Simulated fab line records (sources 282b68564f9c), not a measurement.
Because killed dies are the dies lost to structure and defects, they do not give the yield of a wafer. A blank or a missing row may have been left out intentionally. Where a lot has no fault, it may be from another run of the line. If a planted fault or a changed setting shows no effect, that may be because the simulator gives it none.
fab line records :: flow rit_cmos
record:
  lots: 5
  wafers: 15
  last_day: 8
route steps=202 shown GATE@94 REOX@98 NLDD@103
lots that met no fault: taken from a fault-free run of the same line
start_h: start of the lot's first displayed wafer, in hours after the record's first day :: wait_h: time in hours since the lot's previous step :: " same as the row above :: L1.1+2: several wafers, shown together as one row :: - no value present, or no start provided :: * or withheld: withheld :: < > ~ a bound
route shown NAME@n: NAME is a module with steps in the file, n the number in the route of the first one :: usual: the fault-free wafers' mean and standard deviation :: same: alike in all rows :: chamber/n: place in a boat :: sites: per-site readings :: _std_site: the values' standard deviation :: _edge_site: outer sites' mean less inner sites' :: radius_mm: for every site, how far away it sits from the centre of the wafer :: mask NAME#n: copy n :: behind: the last tool/chamber to shape the wafer :: hold: cause of the lot's hold/its duration in hours/its outcome :: device: whichever transistor did not switch (one of n, p or np) :: end of line: the route-end tests of the same wafers :: step lacking rows: just its recipe :: killed: at the first sort, the dies lost to defects and structure; wafer yield is something else :: map: the dies of a wafer, with x for killed, . for not killed, _ for no die there
set.NAME: the setting as run; set.NAME@STEP: as run at that earlier step :: model.NAME: the simulator's own value behind a step, which no gauge read
a table for each step, a row for each wafer; lots at some steps of the route
services: a tool's chamber out of use, with start hour (start_h, from the record's first day; less than 0 if before it), hours out, and reason
== steps ==
step: RIT_GATE_HARDBAKE_18
recipe:
  resist: NOVOLAK
  temp_c: 140
  time_s: 60
step: RIT_GATE_ETCH_19
recipe:
  chemistry: SF6/CHF3/O2
  time_s: 165
  SF6_flow_sccm: 30
  CHF3_flow_sccm: 30
  O2_flow_sccm: 5
  target: poly-Si
  pressure_mtorr: 40
  rf_w: 160
  target_depth_a: 3125
  over_etch_frac: 0.25
  stop_on: SiO2
usual:
  SF6_flow_sccm: 30.00/0.085
  chamber_pressure_mTorr: 40.00/0.035
  drypump_motor_current_A: 5.4/0.58
  oes_product_au: 0.836/0.011
  throttle_valve_pct: 10.17/0.13
lot.wafer: L480.2
tool: rie_si-01
chamber: 1
start_h: 68.53
wait_h: 0.1
SF6_flow_sccm: 29.84
chamber_pressure_mTorr: 40.01
drypump_motor_current_A: 4.9
oes_product_au: 0.819
rf_hours_counter_h: 27
throttle_valve_pct: 9.98

lot.wafer: L480.4
tool: rie_si-01
chamber: 2
start_h: 68.53
wait_h: 0.1
SF6_flow_sccm: 30.02
chamber_pressure_mTorr: 39.98
drypump_motor_current_A: 4.8
oes_product_au: 0.821
rf_hours_counter_h: 1
throttle_valve_pct: 10.25

lot.wafer: L480.6
tool: rie_si-01
chamber: 3
start_h: 68.53
wait_h: 0.1
SF6_flow_sccm: 30.08
chamber_pressure_mTorr: 40.01
drypump_motor_current_A: 6.4
oes_product_au: 0.835
rf_hours_counter_h: -
throttle_valve_pct: 10.15

lot.wafer: L482.1
tool: rie_si-01
chamber: 2
start_h: 81.00
wait_h: 0.1
SF6_flow_sccm: 29.98
chamber_pressure_mTorr: 39.98
drypump_motor_current_A: 4.8
oes_product_au: 0.839
rf_hours_counter_h: 1
throttle_valve_pct: 10.26

lot.wafer: L482.4
tool: rie_si-01
chamber: 1
start_h: 81.00
wait_h: 0.1
SF6_flow_sccm: 30.05
chamber_pressure_mTorr: 39.98
drypump_motor_current_A: 4.9
oes_product_au: 0.839
rf_hours_counter_h: 27
throttle_valve_pct: 9.99

lot.wafer: L482.6
tool: rie_si-01
chamber: 2
start_h: 81.00
wait_h: 0.1
SF6_flow_sccm: 30.07
chamber_pressure_mTorr: 39.97
drypump_motor_current_A: 4.8
oes_product_au: 0.842
rf_hours_counter_h: -
throttle_valve_pct: 10.26

lot.wafer: L485.3
tool: rie_si-02
chamber: 2
start_h: 88.34
wait_h: 0.1
SF6_flow_sccm: 30.15
chamber_pressure_mTorr: 40.06
drypump_motor_current_A: 6.4
oes_product_au: 0.830
rf_hours_counter_h: 135
throttle_valve_pct: 10.23

lot.wafer: L485.5
tool: rie_si-02
chamber: 1
start_h: 88.34
wait_h: 0.1
SF6_flow_sccm: 30.04
chamber_pressure_mTorr: 39.97
drypump_motor_current_A: 5.3
oes_product_au: 0.820
rf_hours_counter_h: -
throttle_valve_pct: 10.07

lot.wafer: L485.6
tool: rie_si-02
chamber: 0
start_h: 88.34
wait_h: 0.1
SF6_flow_sccm: 30.07
chamber_pressure_mTorr: 39.95
drypump_motor_current_A: 5.1
oes_product_au: 0.832
rf_hours_counter_h: -
throttle_valve_pct: 10.24

lot.wafer: L486.1
tool: rie_si-01
chamber: 1
start_h: 90.95
wait_h: 0.1
SF6_flow_sccm: 29.96
chamber_pressure_mTorr: 40.04
drypump_motor_current_A: 4.9
oes_product_au: 0.832
rf_hours_counter_h: 28
throttle_valve_pct: 10.00

lot.wafer: L486.2
tool: rie_si-01
chamber: 2
start_h: 90.95
wait_h: 0.1
SF6_flow_sccm: 29.95
chamber_pressure_mTorr: 40.05
drypump_motor_current_A: 4.8
oes_product_au: 0.834
rf_hours_counter_h: 1
throttle_valve_pct: 10.25

lot.wafer: L486.3
tool: rie_si-01
chamber: 3
start_h: 90.95
wait_h: 0.1
SF6_flow_sccm: 30.03
chamber_pressure_mTorr: 40.01
drypump_motor_current_A: 6.4
oes_product_au: 0.835
rf_hours_counter_h: 17
throttle_valve_pct: 10.14

lot.wafer: L499.1
tool: rie_si-02
chamber: 1
start_h: 157.69
wait_h: 0.1
SF6_flow_sccm: 29.91
chamber_pressure_mTorr: 39.95
drypump_motor_current_A: 5.3
oes_product_au: 0.831
rf_hours_counter_h: 126
throttle_valve_pct: 10.04

lot.wafer: L499.3
tool: rie_si-02
chamber: 3
start_h: 157.69
wait_h: 0.1
SF6_flow_sccm: 29.97
chamber_pressure_mTorr: 40.02
drypump_motor_current_A: 5.4
oes_product_au: 0.852
rf_hours_counter_h: 0
throttle_valve_pct: 10.47

lot.wafer: L499.4
tool: rie_si-02
chamber: 0
start_h: 157.69
wait_h: 0.1
SF6_flow_sccm: 29.93
chamber_pressure_mTorr: 39.99
drypump_motor_current_A: 5.1
oes_product_au: 0.842
rf_hours_counter_h: 56
throttle_valve_pct: 10.23
step: RIT_GATE_STRIP_20
recipe:
  chemistry: O2
  time_s: 180
  resist: NOVOLAK
  platen_temp_c: withheld
  power_w: 500
  pressure_mtorr: 4000
  o2_flow_sccm: 3935
usual:
  chamber_pressure_mTorr: 4000/3.2
  drypump_motor_current_A: 5.8/0.34
  o2_flow_sccm: 3937/12
  rf_refl_power_W: 7.4/1.5
lot.wafer: L480.2
tool: plasma_asher-04
chamber: 0
start_h: 68.64
wait_h: 0.1
chamber_pressure_mTorr: 3997
drypump_motor_current_A: 6.0
o2_flow_sccm: 3950
rf_hours_counter_h: 44
rf_refl_power_W: 6.7

lot.wafer: L480.4
tool: plasma_asher-04
chamber: 1
start_h: 68.64
wait_h: 0.1
chamber_pressure_mTorr: 3999
drypump_motor_current_A: 5.8
o2_flow_sccm: 3965
rf_hours_counter_h: -
rf_refl_power_W: 6.9

lot.wafer: L480.6
tool: plasma_asher-04
chamber: 0
start_h: 68.64
wait_h: 0.1
chamber_pressure_mTorr: 3994
drypump_motor_current_A: 6.0
o2_flow_sccm: 3950
rf_hours_counter_h: -
rf_refl_power_W: 6.6

lot.wafer: L482.1
tool: plasma_asher-03
chamber: 1
start_h: 81.11
wait_h: 0.1
chamber_pressure_mTorr: 3996
drypump_motor_current_A: 5.5
o2_flow_sccm: 3928
rf_hours_counter_h: 30
rf_refl_power_W: 4.8

lot.wafer: L482.4
tool: plasma_asher-03
chamber: 0
start_h: 81.11
wait_h: 0.1
chamber_pressure_mTorr: 3999
drypump_motor_current_A: 5.5
o2_flow_sccm: 3928
rf_hours_counter_h: -
rf_refl_power_W: 7.9

lot.wafer: L482.6
tool: plasma_asher-03
chamber: 1
start_h: 81.11
wait_h: 0.1
chamber_pressure_mTorr: 4000
drypump_motor_current_A: 5.5
o2_flow_sccm: 3927
rf_hours_counter_h: -
rf_refl_power_W: 5.0

lot.wafer: L485.3
tool: plasma_asher-01
chamber: 0
start_h: 88.51
wait_h: 0.1
chamber_pressure_mTorr: 4003
drypump_motor_current_A: 5.4
o2_flow_sccm: 3911
rf_hours_counter_h: -
rf_refl_power_W: 9.6

lot.wafer: L485.5
tool: plasma_asher-01
chamber: 1
start_h: 88.51
wait_h: 0.1
chamber_pressure_mTorr: 4004
drypump_motor_current_A: 6.4
o2_flow_sccm: 3945
rf_hours_counter_h: -
rf_refl_power_W: 8.3

lot.wafer: L485.6
tool: plasma_asher-01
chamber: 0
start_h: 88.51
wait_h: 0.1
chamber_pressure_mTorr: 4002
drypump_motor_current_A: 5.4
o2_flow_sccm: 3944
rf_hours_counter_h: -
rf_refl_power_W: 9.5

lot.wafer: L486.1
tool: plasma_asher-01
chamber: 1
start_h: 91.06
wait_h: 0.1
chamber_pressure_mTorr: 4003
drypump_motor_current_A: 6.4
o2_flow_sccm: 3937
rf_hours_counter_h: 40
rf_refl_power_W: 7.9

lot.wafer: L486.2
tool: plasma_asher-01
chamber: 0
start_h: 91.06
wait_h: 0.1
chamber_pressure_mTorr: 4001
drypump_motor_current_A: 5.4
o2_flow_sccm: 3949
rf_hours_counter_h: 40
rf_refl_power_W: 9.9

lot.wafer: L486.3
tool: plasma_asher-01
chamber: 0
start_h: 91.06
wait_h: 0.1
chamber_pressure_mTorr: 4007
drypump_motor_current_A: 5.4
o2_flow_sccm: 3959
rf_hours_counter_h: -
rf_refl_power_W: 9.8

lot.wafer: L499.1
tool: plasma_asher-04
chamber: 0
start_h: 157.79
wait_h: 0.1
chamber_pressure_mTorr: 4004
drypump_motor_current_A: 6.0
o2_flow_sccm: 3926
rf_hours_counter_h: 53
rf_refl_power_W: 6.7

lot.wafer: L499.3
tool: plasma_asher-04
chamber: 1
start_h: 157.79
wait_h: 0.1
chamber_pressure_mTorr: 3997
drypump_motor_current_A: 5.8
o2_flow_sccm: 3939
rf_hours_counter_h: -
rf_refl_power_W: 7.3

lot.wafer: L499.4
tool: plasma_asher-04
chamber: 0
start_h: 157.79
wait_h: 0.1
chamber_pressure_mTorr: 3996
drypump_motor_current_A: 6.0
o2_flow_sccm: 3919
rf_hours_counter_h: -
rf_refl_power_W: 6.7
step: RIT_GATE_CD_MEAS_90
recipe:
  target_cd_nm: 150
usual:
  cd_nm: 149.3/2.2
lot.wafer: L480.2
tool: cd_sem-02
chamber: -
start_h: 68.83
wait_h: 0.1
cd_nm: 143.2

lot.wafer: L480.4
tool: cd_sem-02
chamber: -
start_h: 68.83
wait_h: 0.1
cd_nm: 145.1

lot.wafer: L480.6
tool: cd_sem-02
chamber: -
start_h: 68.83
wait_h: 0.1
cd_nm: 147.3

lot.wafer: L482.1
tool: cd_sem-02
chamber: -
start_h: 81.28
wait_h: 0.1
cd_nm: 153.8

lot.wafer: L482.4
tool: cd_sem-02
chamber: -
start_h: 81.28
wait_h: 0.1
cd_nm: 149.7

lot.wafer: L482.6
tool: cd_sem-02
chamber: -
start_h: 81.28
wait_h: 0.1
cd_nm: 151.1

lot.wafer: L485.3
tool: cd_sem-02
chamber: -
start_h: 88.66
wait_h: 0.1
cd_nm: 151.0

lot.wafer: L485.5
tool: cd_sem-02
chamber: -
start_h: 88.66
wait_h: 0.1
cd_nm: 150.4

lot.wafer: L485.6
tool: cd_sem-02
chamber: -
start_h: 88.66
wait_h: 0.1
cd_nm: 152.2

lot.wafer: L486.1
tool: cd_sem-02
chamber: -
start_h: 91.24
wait_h: 0.1
cd_nm: 148.7

lot.wafer: L486.2
tool: cd_sem-02
chamber: -
start_h: 91.24
wait_h: 0.1
cd_nm: 147.8

lot.wafer: L486.3
tool: cd_sem-02
chamber: -
start_h: 91.24
wait_h: 0.1
cd_nm: 146.7

lot.wafer: L499.1
tool: cd_sem-01
chamber: -
start_h: 157.97
wait_h: 0.1
cd_nm: 147.6

lot.wafer: L499.3
tool: cd_sem-01
chamber: -
start_h: 157.97
wait_h: 0.1
cd_nm: 148.7

lot.wafer: L499.4
tool: cd_sem-01
chamber: -
start_h: 157.97
wait_h: 0.1
cd_nm: 147.7
step: RIT_REOX_CLEAN_00
recipe:
  chemistry: SC1
  mix: 3:3:50
  time_s: 600
  temp_c: 75
step: RIT_REOX_CLEAN_01
recipe:
  chemistry: dHF
  dilution: 50:1
  time_s: 30
step: RIT_REOX_CLEAN_02
recipe:
  chemistry: SC2
  mix: 3:3:50
  time_s: 600
  temp_c: 75
  dry: n2_spin
step: RIT_REOX_OXIDATION_03
recipe:
  temp_c: 900
  ambient: O2
  target_thk_a: 252
  ox_time_s: 5580
step: RIT_REOX_THK_MEAS_04
recipe:
  reads: SiO2_of_REOX_OXIDATION_03
usual:
  REOX_OXIDE_THK: 24.8/0.59
lot.wafer: L480.2
tool: film_metro-02
chamber: -
start_h: 72.43
wait_h: 0.0
REOX_OXIDE_THK[nm]: 24.1

lot.wafer: L480.4
tool: film_metro-02
chamber: -
start_h: 72.43
wait_h: 0.0
REOX_OXIDE_THK[nm]: 24.3

lot.wafer: L480.6
tool: film_metro-02
chamber: -
start_h: 72.43
wait_h: 0.0
REOX_OXIDE_THK[nm]: 24.2

lot.wafer: L482.1
tool: film_metro-02
chamber: -
start_h: 84.67
wait_h: 0.0
REOX_OXIDE_THK[nm]: 23.8

lot.wafer: L482.4
tool: film_metro-02
chamber: -
start_h: 84.67
wait_h: 0.0
REOX_OXIDE_THK[nm]: 23.6

lot.wafer: L482.6
tool: film_metro-02
chamber: -
start_h: 84.67
wait_h: 0.0
REOX_OXIDE_THK[nm]: 23.7

lot.wafer: L485.3
tool: film_metro-03
chamber: -
start_h: 92.32
wait_h: 0.0
REOX_OXIDE_THK[nm]: 24.1

lot.wafer: L485.5
tool: film_metro-03
chamber: -
start_h: 92.32
wait_h: 0.0
REOX_OXIDE_THK[nm]: 24.4

lot.wafer: L485.6
tool: film_metro-03
chamber: -
start_h: 92.32
wait_h: 0.0
REOX_OXIDE_THK[nm]: 24.0

lot.wafer: L486.1
tool: film_metro-01
chamber: -
start_h: 96.29
wait_h: 0.0
REOX_OXIDE_THK[nm]: 24.7

lot.wafer: L486.2
tool: film_metro-01
chamber: -
start_h: 96.29
wait_h: 0.0
REOX_OXIDE_THK[nm]: 25.1

lot.wafer: L486.3
tool: film_metro-01
chamber: -
start_h: 96.29
wait_h: 0.0
REOX_OXIDE_THK[nm]: 25.1

lot.wafer: L499.1
tool: film_metro-02
chamber: -
start_h: 163.47
wait_h: 0.0
REOX_OXIDE_THK[nm]: 25.1

lot.wafer: L499.3
tool: film_metro-02
chamber: -
start_h: 163.47
wait_h: 0.0
REOX_OXIDE_THK[nm]: 25.5

lot.wafer: L499.4
tool: film_metro-02
chamber: -
start_h: 163.47
wait_h: 0.0
REOX_OXIDE_THK[nm]: 25.5
step: RIT_NLDD_HMDS_00
recipe:
  prime_time_s: 60
  prime_temp_c: 140
step: RIT_NLDD_COAT_01
recipe:
  resist: NOVOLAK
  spin_rpm: 3250
  resist_thk_nm: 1000
step: RIT_NLDD_SOFTBAKE_02
recipe:
  resist: NOVOLAK
  temp_c: 90
  time_s: 60
step: RIT_NLDD_EXPOSE_03
recipe:
  mask_id: M7
  na: 0.57
  target_cd_nm: 40700
  dose_mj: 250
lot.wafer: L480.2+4+6
tool: iline_stepper-01
chamber: 0
start_h: 72.95
wait_h: 0.1
mask: M7#0

lot.wafer: L482.1+4+6
tool: iline_stepper-02
chamber: 0
start_h: 85.18
wait_h: 0.1
mask: M7#0

lot.wafer: L485.3+5+6
tool: iline_stepper-02
chamber: 0
start_h: 92.85
wait_h: 0.1
mask: M7_R1#0

lot.wafer: L486.1+2+3
tool: iline_stepper-01
chamber: 0
start_h: 96.92
wait_h: 0.2
mask: M7#0

lot.wafer: L499.1+3+4
tool: iline_stepper-01
chamber: 0
start_h: 163.98
wait_h: 0.1
mask: M7#0
step: RIT_NLDD_PEB_04
recipe:
  resist: NOVOLAK
  temp_c: withheld
  time_s: withheld
== services ==
tool: plasma_asher-04
chamber: -
start_h: 46.25
hours: 2.0
kind: repair

tool: rie_si-02
chamber: 3
start_h: 59.46
hours: 3.8
kind: repair

tool: rie_si-02
chamber: 3
start_h: 74.93
hours: -
kind: clean

tool: rie_si-02
chamber: 3
start_h: 74.93
hours: 17.9
kind: scheduled_down

tool: rie_si-02
chamber: 3
start_h: 74.93
hours: 17.9
kind: vent_cycle

tool: plasma_asher-01
chamber: -
start_h: 108.75
hours: 9.0
kind: pm

tool: plasma_asher-01
chamber: 0
start_h: 108.75
hours: 9.0
kind: vent_cycle

tool: plasma_asher-01
chamber: 1
start_h: 108.75
hours: 9.0
kind: vent_cycle

tool: plasma_asher-01
chamber: 0
start_h: 117.75
hours: -
kind: clean

tool: plasma_asher-01
chamber: 1
start_h: 117.75
hours: -
kind: clean

tool: iline_stepper-01
chamber: -
start_h: 119.09
hours: 28.9
kind: pm

tool: plasma_asher-01
chamber: -
start_h: 145.83
hours: 2.8
kind: pm

tool: iline_stepper-02
chamber: -
start_h: 145.97
hours: 35.9
kind: repair

tool: rie_si-02
chamber: 2
start_h: 163.51
hours: 7.0
kind: repair

tool: rie_si-02
chamber: -
start_h: 163.70
hours: 1.2
kind: repair
== key ==
first_sign:
  step: RIT_NLDD_EXPOSE_03
  reading: mask
  direction: changed
effect none on later readings
met_at RIT_NLDD_EXPOSE_03
struck_wafers L485.3,L485.5,L485.6
tester_left_out L485
onset_between 85.18 92.85
fault:
  kind: wrong_mask
  tool: any
  chamber: -
  onset_h: 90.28
  steps: RIT_NLDD_EXPOSE_03
  aux_copy: M7_R1#0
  cd_offset_nm: -220
  scope: struck_lots_only
tester_left_out: of these lots the tester's yield and bins aren't shown, on N5 and GAA mostly nor the transistor test; their killed dies are dies lost to structure and defects alone, not to doping, threshold or leakage, so they don't give the yield
